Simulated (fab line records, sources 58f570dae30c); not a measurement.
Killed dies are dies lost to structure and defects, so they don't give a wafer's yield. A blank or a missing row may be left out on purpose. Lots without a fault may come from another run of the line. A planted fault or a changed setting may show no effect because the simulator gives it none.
Tool commonality check | flow berkeley_cmos170 | 14 lots, 42 wafers sampled

WHY IT WAS OPENED
At UCB170_FIELD_THK_MEAS_02 the reading FIELD_OXIDE_THK is flagged on 2 of 14 lots. Wafers without a fault read 563 nm, standard deviation 11.
Rule: a lot is flagged when every wafer of it that has a number lies more than 4 standard deviations from that mean, or none has a number. The other lots count as sound.

lot  | measured    | on            | FIELD_OXIDE_THK (nm), wafer by wafer | flag
L290 | day 4 09:11 | film_metro-01 | 552 553 559                          |
L291 | day 4 18:36 | film_metro-02 | 565 563 560                          |
L292 | day 5 06:40 | film_metro-04 | 559 569 567                          |
L295 | day 5 12:29 | film_metro-01 | 534 543 547                          |
L296 | day 5 12:31 | film_metro-02 | 565 570 567                          |
L294 | day 5 12:34 | film_metro-01 | 555 544 554                          |
L298 | day 5 21:31 | film_metro-02 | 542 545 546                          |
L303 | day 7 09:43 | film_metro-04 | 643 644 646                          | FLAGGED
L304 | day 7 09:45 | film_metro-01 | 652 647 650                          | FLAGGED
L307 | day 7 18:38 | film_metro-02 | 547 534 553                          |
L306 | day 7 18:39 | film_metro-04 | 560 549 553                          |
L308 | day 8 06:05 | film_metro-02 | 566 562 554                          |
L309 | day 8 15:17 | film_metro-04 | 566 565 557                          |
L310 | day 8 15:18 | film_metro-01 | 568 562 567                          |
The numbers of the flagged lots are 647 nm on average: +84 nm against the usual, or +8 standard deviations.

WHICH TOOL RAN EACH LOT
The record holds 2 process steps before the reading, out of a route of 331 steps. In each cell: the tool, then ch and the chambers that the sampled wafers went through, then the start.
lot  | flag    | UCB170_NWELL_ETCH_13              | UCB170_FIELD_OXIDATION_01
L290 |         | rie_diel-03 ch 0,2,3, day 2 07:17 | furnace-01 ch 0, day 4 06:11
L291 |         | rie_diel-03 ch 1,2,3, day 2 13:49 | furnace-01 ch 0, day 4 15:36
L292 |         | rie_diel-03 ch 1,3, day 2 17:54   | furnace-03 ch 0, day 5 03:39
L295 |         | rie_diel-01 ch 0,1,2, day 3 12:59 | furnace-03 ch 0, day 5 09:29
L296 |         | rie_diel-01 ch 0,1,2, day 3 13:22 | furnace-03 ch 0, day 5 09:29
L294 |         | rie_diel-03 ch 0,2, day 3 07:05   | furnace-03 ch 0, day 5 09:29
L298 |         | rie_diel-03 ch 0,1, day 3 23:01   | furnace-01 ch 0, day 5 18:31
L303 | FLAGGED | rie_diel-02 ch 1,2,3, day 5 05:04 | furnace-01 ch 0, day 7 06:43
L304 | FLAGGED | rie_diel-01 ch 0,1,2, day 5 05:10 | furnace-01 ch 0, day 7 06:43
L307 |         | rie_diel-01 ch 1,2,3, day 5 19:56 | furnace-03 ch 0, day 7 15:37
L306 |         | rie_diel-01 ch 2,3, day 5 13:34   | furnace-03 ch 0, day 7 15:37
L308 |         | rie_diel-01 ch 0,1,2, day 5 23:17 | furnace-03 ch 0, day 8 03:04
L309 |         | rie_diel-01 ch 0,1, day 6 05:17   | furnace-04 ch 0, day 8 12:17
L310 |         | rie_diel-02 ch 1,2, day 6 09:07   | furnace-04 ch 0, day 8 12:17
What these steps do:
- UCB170_NWELL_ETCH_13: etches Si3N4 in CH3F/Ar/O2, stops on SiO2, target depth 246.4 nm, time 154 s.
- UCB170_FIELD_OXIDATION_01: target thk 558.3 nm, ox time 7200 s.
- UCB170_FIELD_THK_MEAS_02

FLAGGED OVER TOTAL, TOOL BY TOOL (the gauges that took the reading come last)
step                      | tool          | lots run | flagged | share of the flagged lots | sound lots run after its first flagged lot
UCB170_NWELL_ETCH_13      | rie_diel-01   | 7        | 1       | some                      | 4 (L306,L307,L308,L309)
UCB170_NWELL_ETCH_13      | rie_diel-02   | 2        | 1       | some                      | 1 (L310)
UCB170_NWELL_ETCH_13      | rie_diel-03   | 5        | 0       | none                      | -
UCB170_FIELD_OXIDATION_01 | furnace-01    | 5        | 2       | all                       | 0
UCB170_FIELD_OXIDATION_01 | furnace-03    | 7        | 0       | none                      | -
UCB170_FIELD_OXIDATION_01 | furnace-04    | 2        | 0       | none                      | -
UCB170_FIELD_THK_MEAS_02  | film_metro-01 | 5        | 1       | some                      | 1 (L310)
UCB170_FIELD_THK_MEAS_02  | film_metro-02 | 5        | 0       | none                      | -
UCB170_FIELD_THK_MEAS_02  | film_metro-04 | 4        | 1       | some                      | 2 (L306,L309)

WHAT THE TABLE ALLOWS
1 row of the table ran every flagged lot: furnace-01 at UCB170_FIELD_OXIDATION_01.
- furnace-01 at UCB170_FIELD_OXIDATION_01: 2 of its 5 lots flagged. Its last sound lot is L298 (day 5 18:31), its first flagged lot L303 (day 7 06:43): a fault that began between those two fits. Its own readings lie more than 4 standard deviations out on every wafer of the flagged lots: spike_tc_centre_C, spike_tc_load_C, spike_tc_source_C, tube_center_temp_C, tube_center_temp_C_max.
One tool is left: furnace-01 at UCB170_FIELD_OXIDATION_01.

WHAT THE SIMULATOR HAD PUT IN
Process parameter drift: furnace-01, from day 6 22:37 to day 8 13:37, at UCB170_FIELD_OXIDATION_01. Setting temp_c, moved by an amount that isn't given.
Lots struck among those shown: L303, L304. The rule above found the same.
